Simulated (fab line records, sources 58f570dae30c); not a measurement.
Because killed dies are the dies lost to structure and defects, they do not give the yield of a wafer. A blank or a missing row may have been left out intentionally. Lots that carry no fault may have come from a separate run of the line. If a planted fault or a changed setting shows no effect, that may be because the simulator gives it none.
Code-filled problem report in 8D (eight disciplines) form + flow berkeleyCmos170 + the parts of the form that need people (team, actions taken, sign-off) are left out

## 1. WHAT IS WRONG
At UCB170_PVT_COAT_01, spinSpeedRpm averages 1640.0 rpm over 6 wafers from 2 lots, while fault-free wafers read 1500.1 rpm, standard deviation 1.3. That is +99 or more standard deviations from the usual mean.
The step: resist thk 900 nm.
Earliest sighting: wafer L814.1 on lithoTrack-03 at day 7 09:40. The record holds 42 wafers of 14 lots with a number at this step. Rule for "out", or "out of limits": more than 4 standard deviations from the usual mean. The rest of the wafers with a number are treated as sound.

## 2. WHAT IT IS; WHAT IT IS NOT
| question                    | is                     | is not                                                                                       |
|-----------------------------|------------------------|----------------------------------------------------------------------------------------------|
| which readings at this step | spinSpeedRpm           | exhaustPa                                                                                    |
| which lots                  | L814, L818             | L805, L806, L807, L808, L809, L810, L811, L817, L819, L822, L823, L825                       |
| which wafers of those lots  | all that have a number | -                                                                                            |
| read on which tools         | lithoTrack-03          | lithoTrack-02, lithoTrack-04                                                                 |
| when                        | from day 7 09:40       | up to then (21 sound wafers); but 15 sound wafers of L817, L819, L822, L823, L825 came after |

## 3. SUSPECTS, AND WHAT RULES EACH OUT
Counting: a tool stays on the suspect list if, at a process step up to the reading, it processed all lots that are out and no sound lot following the first of them.
- lithoTrack-03 at UCB170_PVT_COAT_01 (resist thk 900 nm): kept. Every lot that is out went through it, starting with L814 (day 7 09:40), and after that it ran no sound lot; the last sound lot it ran before then is L809 (day 6 08:17). Its own readings are out on those wafers: spinSpeedRpm.
Left after counting: lithoTrack-03 at UCB170_PVT_COAT_01.

## 4. THE CAUSE (what the simulator had put in)
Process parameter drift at UCB170_PVT_COAT_01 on lithoTrack-03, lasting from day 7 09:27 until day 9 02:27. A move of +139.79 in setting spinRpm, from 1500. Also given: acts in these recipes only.
The count eliminated every tool but this one.

## 5. THE CHAIN OF EFFECTS, in route order
One row per reading whose mean, taken over the struck wafers that have a number, lies over 3 standard deviations from the usual. Readings are gone through only where the record gives a usual standard deviation; hours: the median, over the lots, of the time from a lot's start at the first step in this table giving one to that lot's start at this step; sigmas: the change measured in usual standard deviations.
| hours | step                | reading              | usual      | on struck wafers | change | sigmas      |
|-------|---------------------|----------------------|------------|------------------|--------|-------------|
| 0     | UCB170_PVT_COAT_01  | spinSpeedRpm         | 1500.1 rpm | 1640.0           | +139.9 | +99 or more |
| 1     | UCB170_PVT_STRIP_08 | stripTimeToEndpointS | 21.64 s    | 20.71            | -0.93  | -15         |
It contains these process steps:
- UCB170_PVT_COAT_01: resist thk 900 nm.
- UCB170_PVT_STRIP_08: strips in O2.
Later steps that measure or inspect, where all struck wafers having a row at the step show a number for every such reading and not one has moved that far: UCB170_FIELD_THK_MEAS_91.

## 6. HOW IT WOULD HAVE BEEN CAUGHT EARLIER
In this record no reading fell out of limits until day 7 09:40, 0 hours after the fault had begun at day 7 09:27.
